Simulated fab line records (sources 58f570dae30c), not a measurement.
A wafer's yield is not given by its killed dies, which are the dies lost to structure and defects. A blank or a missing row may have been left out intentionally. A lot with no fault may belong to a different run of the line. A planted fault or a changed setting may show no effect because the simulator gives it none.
8D (eight disciplines) problem report, filled in by code :: flow berkeley cmos170 :: the parts of the form that need people (team, actions taken, sign-off) are left out

== 1. THE PROBLEM ==
Mean GATE_OVL at UCB170_GATE_OVL_MEAS_13: -128 nm over 12 wafers in 4 lots; fault-free wafers: 3 nm, standard deviation 5.7. Relative to the usual mean, that is a shift of -23 standard deviations.
The first sign was on wafer L345.1 at day 8 02:41, on overlay-01. Wafers with a number at this step in the record: 48, from 16 lots. By rule, "out" or "out of limits" means more than 4 standard deviations away from the usual mean. The other wafers with a number count as sound.

== 2. WHAT IT IS; WHAT IT IS NOT ==
question: which readings at this step
is: GATE_OVL
is not: -

question: which lots
is: L345, L347, L349, L350
is not: L335, L336, L337, L338, L339, L340, L341, L342, L343, L348, L352, L355

question: which wafers of those lots
is: all that have a number
is not: -

question: read on which gauges
is: overlay-01, overlay-02
is not: -

question: when
is: from day 8 02:41
is not: up to then (27 sound wafers); but 9 sound wafers of L348, L352, L355 came after

== 3. SUSPECTS, AND WHAT RULES EACH OUT ==
Counting: a tool stays on the suspect list if, at a process step up to the reading, it processed all lots that are out and no sound lot following the first of them.
- the gauge at UCB170_GATE_OVL_MEAS_13 is ruled out. The wafers that are out were read on 2 gauges (overlay-01, overlay-02).
- krf scanner-01 at UCB170_GATE_EXPOSE_09 (exposes mask POLY, target cd 350 nm): kept. It ran every lot that is out, first L345 (day 8 02:10), and no sound lot after that; its last sound lot up to then is L342 (day 7 07:34).
Left after counting: krf scanner-01 at UCB170_GATE_EXPOSE_09.

== 4. THE CAUSE (what the simulator had put in) ==
Scanner matching overlay: krf scanner-01, from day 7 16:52 on, at UCB170_GATE_EXPOSE_09. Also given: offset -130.
After counting, this tool was the only one left.

== 5. THE EFFECT CHAIN, in route order ==
One row per reading whose mean, taken over the struck wafers that have a number, lies over 3 standard deviations from the usual. Only readings for which the record gives a usual standard deviation are gone through. hours: the time from each lot's start at the first step in this table that gives one to its start at this step, as a median over the lots. sigmas: the change in usual standard deviations.
hours: 0
step: UCB170_GATE_OVL_MEAS_13
reading: GATE_OVL
usual: 3 nm
on struck wafers: -128
change: -131
sigmas: -23

== 6. WHAT WOULD HAVE CAUGHT IT SOONER ==
In this record the first reading out of limits at a measuring or inspecting step was taken at day 8 02:41, 10 hours after the fault began at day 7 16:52.
L347, L349, L350, from the lots that are out (4), started UCB170_GATE_EXPOSE_09 on krf scanner-01 later than day 8 02:41. A hold on the tool at that time would have spared those 3.
